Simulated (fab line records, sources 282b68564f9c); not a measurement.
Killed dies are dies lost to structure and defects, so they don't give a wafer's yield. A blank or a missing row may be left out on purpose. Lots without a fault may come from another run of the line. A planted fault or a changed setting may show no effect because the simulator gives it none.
A struck lot beside a sound one | flow rit_cmos | 18 steps out of a route of 202
Sound: wafers L179.1, L179.4, L179.5. Struck: wafers L188.1, L188.2, L188.3. The cause comes at the end.
At each step with rows: each side's tool, then ch and its chambers, then its first start. Under that, the readings that differ: sound wafers | struck wafers | difference of the means | sigmas: that difference in standard deviations of wafers without a fault.
alike: readings whose means differ by less than 2 such deviations, and words and numbers that are the same on both sides. not compared: withheld readings, readings that some wafer has no value for, bounds like >300 that may hide the same value, and numbers for which the record gives no deviation and whose values overlap.
The two part at a step that has a row with sigmas, a row that says differs or no value, or rows on one side only. Numbers that don't overlap but have no deviation are shown without sigmas and don't part them. A reading that every wafer of one side lacks parts them only if that side has two wafers or more.

RIT_CONTACT_OVL_MEAS_09:
  sound on overlay-02, day 5 10:49; struck on overlay-02, day 7 05:23
  alike: CONTACT_OVL
then, 1 step without rows for these wafers: RIT_CONTACT_HARDBAKE_10 (time 60 s).
RIT_CONTACT_ETCH_11: etches SiO2 in CHF3/CF4/Ar, stops on TiSi2, target depth 480 nm, time 320 s.
  sound on rie_diel-03 ch 0,2, day 5 11:06; struck on rie_diel-01 ch 0,1,2, day 7 05:35
  reading                     | sound       | struck      | difference | sigmas
  drypump_motor_current_A (A) | 4.9 5.1 5.1 | 6.1 6.2 6.3 | +1.2       | +2
  alike: O2_flow_sccm, chamber_pressure_mTorr, oes_product_au, throttle_valve_pct
  not compared: rf_hours_counter_h
RIT_CONTACT_STRIP_12: strips in O2, time 180 s.
  sound on plasma_asher-03 ch 0,1, day 5 11:18; struck on plasma_asher-02 ch 0,1, day 7 05:46
  alike: chamber_pressure_mTorr, drypump_motor_current_A
  not compared: rf_hours_counter_h
RIT_CONTACT_CD_MEAS_90: target cd 1000 nm.
  sound on cd_sem-02, day 5 11:28; struck on cd_sem-02, day 7 05:57
  alike: cd_nm
then, 2 steps without rows for these wafers: RIT_CONTACT_CLEAN_13 (cleans in SC1, time 600 s); RIT_CONTACT_CLEAN_14 (cleans in SC2, time 600 s).
RIT_M1_SPUTTER_00: material Al, target thk 400 nm, time 500 s.
  sound on pvd_sputter-04, day 5 11:58; struck on pvd_sputter-01, day 7 06:26
  alike: cathode_dc_power_W, throttle_valve_pct
RIT_M1_RS_MEAS_01: measures by four-point-probe.
  sound on film_metro-02, day 5 12:15; struck on film_metro-01, day 7 06:44
  alike: M1_AL_RS
RIT_M1_THK_MEAS_02: measures by xrf.
  sound on film_metro-02, day 5 12:22; struck on film_metro-01, day 7 06:51
  alike: M1_AL_THK
then, 2 steps without rows for these wafers: RIT_M1_HMDS_03 (prime time 60 s); RIT_M1_COAT_04 (resist thk 1300 nm).
RIT_M1_SOFTBAKE_05: time 60 s.
  sound on litho_track-02 ch 0, day 5 12:44; struck on litho_track-02 ch 0, day 7 07:13
  reading                                 | sound             | struck            | difference | sigmas
  heater_power_total_W (W)                | 34.61 34.67 34.59 | 35.70 35.72 35.71 | +1.09      | +21
  plate_temp_C (C)                        | 89.99 90.14 89.99 | 92.09 91.96 92.27 | +2.07      | +16
  model.NOVOLAK_of_M1_COAT_04.thk_nm (nm) | 1304 1306 1302    | 1285 1287 1287    | -18        |
  alike: resist_line_temp_C
then, 2 steps without rows for these wafers: RIT_M1_EXPOSE_06 (exposes mask M12, target cd 2600 nm); RIT_M1_PEB_07.
RIT_M1_DEVELOP_08: develop time 68 s.
  sound on litho_track-02 ch 0; struck on litho_track-02 ch 0
  reading                                 | sound          | struck         | difference | sigmas
  model.NOVOLAK_of_M1_COAT_04.thk_nm (nm) | 1304 1305 1301 | 1285 1286 1286 | -18        |
  alike: resist_line_temp_C
RIT_M1_CD_MEAS_09: target cd 2600 nm.
  sound on cd_sem-01, day 5 13:26; struck on cd_sem-02, day 7 07:55
  alike: cd_nm
RIT_M1_PROBE_99:
  sound on prober-01, day 5 16:16; struck on prober-02, day 7 10:35
  alike: defect_limited_yield, killed_at_M0_to_M3, killed_at_contacts, killed_at_front_end, killed_dies, killed_open, killed_short, sort_bin_3_pad_short, sort_bin_5_function, sort_bin_6_memory, sort_n_pass, sort_yield_pct

WHERE THEY PART
First at RIT_CONTACT_ETCH_11; last, within this record, at RIT_M1_SOFTBAKE_05. Later steps at which nothing parts them and some readings are alike: RIT_M1_DEVELOP_08, RIT_M1_CD_MEAS_09, RIT_M1_PROBE_99.

WHY: what the simulator had put in
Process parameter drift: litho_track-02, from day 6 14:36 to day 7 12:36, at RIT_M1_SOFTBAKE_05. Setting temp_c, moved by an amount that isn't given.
